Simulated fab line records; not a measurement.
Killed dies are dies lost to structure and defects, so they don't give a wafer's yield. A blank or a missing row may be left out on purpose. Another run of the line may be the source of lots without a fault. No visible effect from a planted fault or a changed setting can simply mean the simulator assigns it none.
One fault seen from 2 desks + flow ritCmos + what lay behind the numbers comes last; until then each desk has only its own

THE METROLOGY DESK
Lot by lot, what the gauges showed, no matter which tool ran the lot: averages of those sampled wafers that carry a number. The brackets show how far a lot's mean lies from the usual mean; more than 4 standard deviations puts the lot out of limits, marked OUT.
Columns: A = NLDD_OVL at RIT_NLDD_OVL_MEAS_06, usual -0.4 nm; B = NLDD_TW at RIT_NLDD_TW_MEAS_10, usual 2506; C = PLDD_OVL at RIT_PLDD_OVL_MEAS_06, usual 0.5 nm
| lot  | first seen here | A    | B    | C    |
|------|-----------------|------|------|------|
| L870 | day 3 21:24     | -0.6 | 2481 | 1.6  |
| L875 | day 4 21:17     | 0.8  | 2482 | -0.0 |
| L882 | day 6 19:56     | 0.4  | 2545 | 0.1  |
| L885 | day 7 11:06     | 0.5  | 2484 | 1.5  |
| L887 | day 8 01:31     | 0.7  | 2536 | 1.9  |
| L889 | day 8 07:11     | -3.1 | 2527 | 2.1  |
Finding of this desk: none of the 6 lots has anything out of limits.

FOR THE TOOL OWNER'S DESK: lithoTrack-01
At RIT_PLDD_SOFTBAKE_02 (time 60 s), the tool's own readings, given per lot that ran on this tool as the mean of the sampled wafers with a number. The brackets show how far a lot's mean lies from the usual mean; more than 4 standard deviations puts the lot out of limits, marked OUT.
Columns: A = heaterPowerTotalW at RIT_PLDD_SOFTBAKE_02, usual 34.56 W; B = plateTempC at RIT_PLDD_SOFTBAKE_02, usual 90.03 C
| lot  | first seen here | A               | B               |
|------|-----------------|-----------------|-----------------|
| L870 | day 3 22:17     | 34.58           | 90.06           |
| L875 | day 4 22:09     | 34.57           | 90.08           |
| L882 | day 6 20:49     | 32.46 (-45) OUT | 86.12 (-33) OUT |
| L885 | day 7 12:01     | 32.45 (-45) OUT | 86.00 (-34) OUT |
This desk's verdict: out of limits on L882, L885, starting with L882 at day 6 20:49 (heaterPowerTotalW at RIT_PLDD_SOFTBAKE_02). L870, L875 stayed within limits.

BROUGHT TOGETHER
At day 6 20:49, on L882, L885, the tool owner's desk was in a position to raise an alarm.
Nothing out of limits was seen by the metrology desk.
The metrology desk holds a record of L882, L885, inside its limits.
The lots listed all ran RIT_PLDD_SOFTBAKE_02 on lithoTrack-01.

WHAT THE SIMULATOR HAD PUT IN
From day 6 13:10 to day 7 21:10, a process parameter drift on lithoTrack-01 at RIT_PLDD_SOFTBAKE_02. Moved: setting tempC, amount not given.
Struck lots among those shown: L882, L885.
Delay in hours, fault start to first out-of-limits reading, by desk: the tool owner's desk at 8.
